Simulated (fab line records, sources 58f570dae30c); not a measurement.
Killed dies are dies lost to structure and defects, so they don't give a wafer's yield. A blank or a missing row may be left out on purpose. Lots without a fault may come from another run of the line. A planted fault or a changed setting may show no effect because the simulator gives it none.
Which tool did it? | flow berkeley_cmos170 | 13 lots, 38 wafers sampled, at 5 steps of a route of 331

WHAT THE GAUGES READ, wafer by wafer
UCB170_V1_OVL_MEAS_13. Usual: V1_OVL -2 nm, standard deviation 5.1.
lot  | measured     | on         | V1_OVL (nm) | flag
L199 | day 7 11:55  | overlay-01 | -4 -2 -2    |
L198 | day 7 12:10  | overlay-02 | -3 4 0      |
L202 | day 8 06:14  | overlay-02 | -4 4 -7     |
L205 | day 9 03:31  | overlay-01 | 2 -3        |
L209 | day 9 06:49  | overlay-01 | 3 3 -1      |
L207 | day 9 09:19  | overlay-02 | 3 -8 -5     |
L210 | day 10 08:32 | overlay-02 | 1 -6 -2     |
L211 | day 10 13:19 | overlay-01 | 1 -5 -4     |
L213 | day 10 18:28 | overlay-01 | 9 4 -2      |
L214 | day 10 19:01 | overlay-01 | 2 -4 -2     |
L215 | day 11 00:04 | overlay-01 | -1 2 6      |
L219 | day 11 19:29 | overlay-02 | -4 0 -9     |
L220 | day 11 23:59 | overlay-01 | -4 -13 -13  |

UCB170_V2_THK_MEAS_01. Usual: V2_TEOS_THK 2007 nm, standard deviation 24.
lot  | measured     | on            | V2_TEOS_THK (nm) | flag
L199 | day 7 15:16  | film_metro-01 | 2031 2016 2033   |
L198 | day 7 15:33  | film_metro-04 | 2002 2002 2035   |
L202 | day 8 09:42  | film_metro-04 | 1927 1983 1966   |
L205 | day 9 06:56  | film_metro-02 | 2005 1732        | OFF
L209 | day 9 10:10  | film_metro-02 | 2002 2063 2027   |
L207 | day 9 12:32  | film_metro-04 | 1968 1959 1992   |
L210 | day 10 11:50 | film_metro-01 | 1997 2009 2016   |
L211 | day 10 17:13 | film_metro-02 | 1999 2025 2012   |
L213 | day 10 21:53 | film_metro-01 | 2003 1988 1997   |
L214 | day 10 22:44 | film_metro-01 | 2011 1990 2028   |
L215 | day 11 03:49 | film_metro-02 | 1985 1988 2008   |
L219 | day 11 23:56 | film_metro-04 | 2015 2048 2016   |
L220 | day 12 06:25 | film_metro-02 | 2016 2019 2046   |

UCB170_M3_RS_MEAS_02: measures by four-point-probe. Usual: M3_AL_RS 0.0321 ohm/sq, standard deviation 0.00039.
lot  | measured     | on            | M3_AL_RS (ohm/sq)    | flag
L199 | day 7 17:53  | film_metro-02 | 0.0320 0.0315 0.0318 |
L198 | day 7 18:09  | film_metro-01 | 0.0313 0.0318 0.0314 |
L202 | day 8 12:06  | film_metro-01 | 0.0323 0.0319 0.0323 |
L205 | day 9 09:22  | film_metro-03 | 0.0324 0.0320        |
L209 | day 9 12:34  | film_metro-03 | 0.0321 0.0322 0.0317 |
L207 | day 9 14:52  | film_metro-02 | 0.0331 0.0324 0.0329 |
L210 | day 10 14:26 | film_metro-01 | 0.0317 0.0320 0.0316 |
L211 | day 10 19:58 | film_metro-02 | 0.0315 0.0317 0.0319 |
L213 | day 11 00:19 | film_metro-01 | 0.0323 0.0326 0.0321 |
L214 | day 11 01:32 | film_metro-01 | 0.0316 0.0318 0.0316 |
L215 | day 11 06:36 | film_metro-02 | 0.0322 0.0321 0.0325 |
L219 | day 12 02:49 | film_metro-02 | 0.0327 0.0324 0.0327 |
L220 | day 12 09:15 | film_metro-01 | 0.0322 0.0319 0.0326 |

WHICH TOOL RAN EACH LOT (tool, then ch and the chambers of the sampled wafers, then the start)
lot  | UCB170_M1_STRIP_13                   | UCB170_V2_CVD_00
L199 | plasma_asher-04 ch 0,1, day 7 04:29  | pecvd-02 ch 1,2, day 7 15:07
L198 | plasma_asher-02 ch 0,1, day 7 04:37  | pecvd-03 ch 0,1, day 7 15:23
L202 | plasma_asher-02 ch 0,1, day 7 22:10  | pecvd-03 ch 0,2, day 8 09:32
L205 | plasma_asher-04 ch 0,1, day 8 20:49  | pecvd-03 ch 0,2, day 9 06:49
L209 | plasma_asher-01 ch 0,1, day 9 01:39  | pecvd-02 ch 0,1,2, day 9 09:56
L207 | plasma_asher-01 ch 0,1, day 9 03:10  | pecvd-04 ch 0,2, day 9 12:23
L210 | plasma_asher-01 ch 0,1, day 10 00:28 | pecvd-02 ch 0,1,2, day 10 11:40
L211 | plasma_asher-01 ch 0,1, day 10 07:08 | pecvd-04 ch 0,2, day 10 17:03
L213 | plasma_asher-01 ch 0,1, day 10 11:40 | pecvd-02 ch 0,1,2, day 10 21:44
L214 | plasma_asher-04 ch 0,1, day 10 11:47 | pecvd-04 ch 0,1, day 10 22:35
L215 | plasma_asher-01 ch 0,1, day 10 17:34 | pecvd-04 ch 0,1, day 11 03:40
L219 | plasma_asher-02 ch 0,1, day 11 10:36 | pecvd-04 ch 1,2, day 11 23:45
L220 | plasma_asher-01 ch 0,1, day 11 17:00 | pecvd-02 ch 1,2, day 12 06:14
- UCB170_M1_STRIP_13: strips in O2.
- UCB170_V2_CVD_00: deposits SiO2 from TEOS/O2, target thk 2000 nm, time 250 s.

WHAT THE TOOLS THEMSELVES READ (means of the sampled wafers that have a number; where no wafer has one, the mark that the record gives instead)
UCB170_M1_STRIP_13. Usual: chamber_pressure_mTorr 3500 mTorr, standard deviation 3.3; drypump_motor_current_A 5.83 A, standard deviation 0.1; oes_product_au 0.720 a.u., standard deviation 0.0046.
lot  | tool            | chamber_pressure_mTorr (mTorr) | drypump_motor_current_A (A) | oes_product_au (a.u.) | flag
L199 | plasma_asher-04 | 3498                           | 5.82                        | 0.719                 |
L198 | plasma_asher-02 | 3501                           | 5.68                        | 0.723                 |
L202 | plasma_asher-02 | 3502                           | 5.70                        | 0.722                 |
L205 | plasma_asher-04 | 3498                           | 5.87                        | 0.718                 |
L209 | plasma_asher-01 | 3500                           | 5.85                        | 0.719                 |
L207 | plasma_asher-01 | 3498                           | 5.84                        | 0.717                 |
L210 | plasma_asher-01 | 3499                           | 5.89                        | 0.721                 |
L211 | plasma_asher-01 | 3505                           | 5.88                        | 0.719                 |
L213 | plasma_asher-01 | 3498                           | 5.88                        | 0.720                 |
L214 | plasma_asher-04 | 3499                           | 5.88                        | 0.717                 |
L215 | plasma_asher-01 | 3501                           | 5.88                        | 0.723                 |
L219 | plasma_asher-02 | 3497                           | 5.73                        | 0.723                 |
L220 | plasma_asher-01 | 3499                           | 5.87                        | 0.717                 |

UCB170_V2_CVD_00. Usual: heater_power_w 274 W, standard deviation 63; rf_fwd_power_W 548.7 W, standard deviation 1.8.
lot  | tool     | heater_power_w (W) | rf_fwd_power_W (W) | flag
L199 | pecvd-02 | 277                | 547.1              |
L198 | pecvd-03 | 305                | 547.5              |
L202 | pecvd-03 | 212                | 545.9              |
L205 | pecvd-03 | 276                | 437.6              | OFF
L209 | pecvd-02 | 246                | 549.1              |
L207 | pecvd-04 | 273                | 547.8              |
L210 | pecvd-02 | 255                | 548.6              |
L211 | pecvd-04 | 315                | 548.0              |
L213 | pecvd-02 | 215                | 549.6              |
L214 | pecvd-04 | 326                | 549.9              |
L215 | pecvd-04 | 319                | 550.2              |
L219 | pecvd-04 | 289                | 550.1              |
L220 | pecvd-02 | 287                | 550.8              |

THE ANSWER, worked out from the rows above alone
Rule: a lot is off if the mean of its wafers that have a number lies more than 3 standard deviations from the usual mean. A lot without any number at a reading at which 4 lots or more have one is off too. The other lots that the step has rows for count as sound. The gauges are gone through in route order, then the tools' own readings, and for those a lot's mean is taken as printed above. The first step at which some lot is off is used, and at that step the reading that is off furthest; a lot without a number counts as furthest.
Off: L205, at UCB170_V2_THK_MEAS_01 (V2_TEOS_THK).
A tool fits if, at a process step before that reading, it ran every lot that is off, and no sound lot after the first of them. The gauges at UCB170_V2_THK_MEAS_01 aren't tried: what is off there is off at UCB170_V2_CVD_00 too, on other tools, and a gauge's error can't cause that. One fits: pecvd-03 at UCB170_V2_CVD_00. Its last sound lot is L202 (day 8 09:32), its first lot that is off L205 (day 9 06:49): a fault that began between those two fits.
The tool's own readings at UCB170_V2_CVD_00 bear it out: on the lots that are off they differ by more than 5 times the standard deviation of the sound lots' means. rf_fwd_power_W reads 437.6 W there against 548.7 W on the sound lots.

WHAT THE SIMULATOR HAD PUT IN
Process parameter drift: pecvd-03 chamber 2, from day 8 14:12 on, at UCB170_V2_CVD_00. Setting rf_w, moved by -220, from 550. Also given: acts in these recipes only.
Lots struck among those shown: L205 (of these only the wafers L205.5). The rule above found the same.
